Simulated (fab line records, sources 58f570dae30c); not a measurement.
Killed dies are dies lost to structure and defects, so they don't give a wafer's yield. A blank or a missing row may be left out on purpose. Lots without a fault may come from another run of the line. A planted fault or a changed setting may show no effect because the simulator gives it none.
Which tool did it? | flow berkeley_cmos170 | 15 lots, 45 wafers sampled, at 3 steps of a route of 331

WHAT THE GAUGES READ, wafer by wafer
UCB170_NWELL_THK_MEAS_05. Usual: NWELL_NITRIDE_THK 224.1 nm, standard deviation 2.6.
lot  | measured    | on            | NWELL_NITRIDE_THK (nm) | flag
L765 | day 2 04:42 | film_metro-01 | 222.3 223.0 222.0      |
L766 | day 2 09:49 | film_metro-02 | 225.5 224.8 224.3      |
L768 | day 2 17:25 | film_metro-03 | 226.0 224.8 224.6      |
L769 | day 3 02:15 | film_metro-02 | 224.1 222.4 222.8      |
L770 | day 3 02:15 | film_metro-03 | 219.5 221.3 221.5      |
L771 | day 3 14:07 | film_metro-03 | 223.7 223.9 223.3      |
L772 | day 3 14:09 | film_metro-02 | 229.7 229.7 229.7      |
L773 | day 3 20:57 | film_metro-03 | 223.7 219.9 223.1      |
L775 | day 4 11:17 | film_metro-03 | 222.3 221.8 223.2      |
L777 | day 5 00:47 | film_metro-03 | 228.2 227.0 229.8      |
L778 | day 5 02:53 | film_metro-02 | 221.4 222.8 223.0      |
L784 | day 6 05:59 | film_metro-02 | 222.4 222.3 223.8      |
L785 | day 6 14:34 | film_metro-03 | 225.4 226.3 226.3      |
L786 | day 6 17:22 | film_metro-03 | 224.4 223.7 224.6      |
L787 | day 6 18:27 | film_metro-01 | 223.1 222.2 223.7      |

UCB170_SCREENOX_THK_MEAS_02. Usual: SCREENOX_OXIDE_THK 14.38 nm, standard deviation 0.23.
lot  | measured    | on            | SCREENOX_OXIDE_THK (nm) | flag
L765 | day 5 08:18 | film_metro-02 | 14.50 14.55 14.39       |
L766 | day 5 15:08 | film_metro-04 | 14.41 14.46 14.61       |
L768 | day 6 07:05 | film_metro-04 | 14.38 14.62 14.40       |
L769 | day 6 07:04 | film_metro-02 | 14.33 14.19 14.07       |
L770 | day 6 07:04 | film_metro-01 | 14.45 13.98 14.61       |
L771 | day 6 15:39 | film_metro-01 | 14.72 14.65 14.62       |
L772 | day 6 15:38 | film_metro-02 | 13.98 14.06 14.20       |
L773 | day 6 23:58 | film_metro-01 | 14.69 14.31 14.45       |
L775 | day 7 15:25 | film_metro-01 | 14.03 13.91 14.07       |
L777 | day 7 19:39 | film_metro-02 | 14.21 14.23 14.45       |
L778 | day 7 19:40 | film_metro-04 | 14.49 14.55 14.74       |
L784 | day 8 20:49 | film_metro-01 | 14.27 14.39 13.98       |

WHICH TOOL RAN EACH LOT (tool, then ch and the chambers of the sampled wafers, then the start)
lot  | UCB170_ACTIVE_ANNEAL_04
L765 | furnace-02 ch 0, day 3 19:13
L766 | furnace-03 ch 0, day 4 03:09
L768 | furnace-04 ch 0, day 4 16:55
L769 | furnace-02 ch 0, day 4 23:05
L770 | furnace-02 ch 0, day 4 23:05
L771 | furnace-04 ch 0, day 5 13:47
L772 | furnace-04 ch 0, day 5 13:47
L773 | furnace-04 ch 0, day 5 22:18
L775 | furnace-02 ch 0, day 6 12:01
L777 | furnace-03 ch 0, day 6 16:31
L778 | furnace-03 ch 0, day 6 16:31
L784 | furnace-02 ch 0, day 7 17:09
L785 | furnace-03, day 8 09:43
L786 | furnace-03, day 8 13:59
L787 | furnace-03, day 8 13:59
- UCB170_ACTIVE_ANNEAL_04: time 900 s.

WHAT THE TOOLS THEMSELVES READ (means of the sampled wafers that have a number; where no wafer has one, the mark that the record gives instead)
UCB170_ACTIVE_ANNEAL_04. Usual: spike_tc_centre_C 1002.6 C, standard deviation 1.2; spike_tc_load_C 1026.3 C, standard deviation 1.1.
lot  | tool       | spike_tc_centre_C (C) | spike_tc_load_C (C) | flag
L765 | furnace-02 | 1002.4                | 1026.4              |
L766 | furnace-03 | 1002.7                | 1026.4              |
L768 | furnace-04 | 1004.3                | 1025.3              |
L769 | furnace-02 | 1001.4                | 1027.8              |
L770 | furnace-02 | 1002.7                | 1026.2              |
L771 | furnace-04 | 1004.1                | 1025.8              |
L772 | furnace-04 | 1003.5                | 1026.0              |
L773 | furnace-04 | 1004.4                | 1025.8              |
L775 | furnace-02 | 1001.9                | 1026.8              |
L777 | furnace-03 | 1001.4                | 1026.6              |
L778 | furnace-03 | 1002.1                | 1026.4              |
L784 | furnace-02 | 1002.4                | 1026.5              |
L785 | furnace-03 | -                     | -                   | OFF
L786 | furnace-03 | -                     | -                   | OFF
L787 | furnace-03 | -                     | -                   | OFF

THE ANSWER, worked out from the rows above alone
Rule: a lot is off if the mean of its wafers that have a number lies more than 3 standard deviations from the usual mean. A lot without any number at a reading at which 4 lots or more have one is off too. The other lots that the step has rows for count as sound. The gauges are gone through in route order, then the tools' own readings, and for those a lot's mean is taken as printed above. The first step at which some lot is off is used, and at that step the reading that is off furthest; a lot without a number counts as furthest.
Off: L785, L786, L787, at UCB170_ACTIVE_ANNEAL_04 (spike_tc_centre_C). Without a number there: L785, L786, L787.
A tool fits if, at that step or a process step before it, it ran every lot that is off, and no sound lot after the first of them. One fits: furnace-03 at UCB170_ACTIVE_ANNEAL_04. Its last sound lot is L777 (day 6 16:31), its first lot that is off L785 (day 8 09:43): a fault that began between those two fits.
Blank at UCB170_ACTIVE_ANNEAL_04 on the lots that are off, where sound lots have numbers: spike_tc_centre_C, spike_tc_load_C.

WHAT THE SIMULATOR HAD PUT IN
Skipped step whole: furnace-03, from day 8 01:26 on, at UCB170_ACTIVE_ANNEAL_04. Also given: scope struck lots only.
Lots struck among those shown: L785, L786, L787. The rule above found the same.
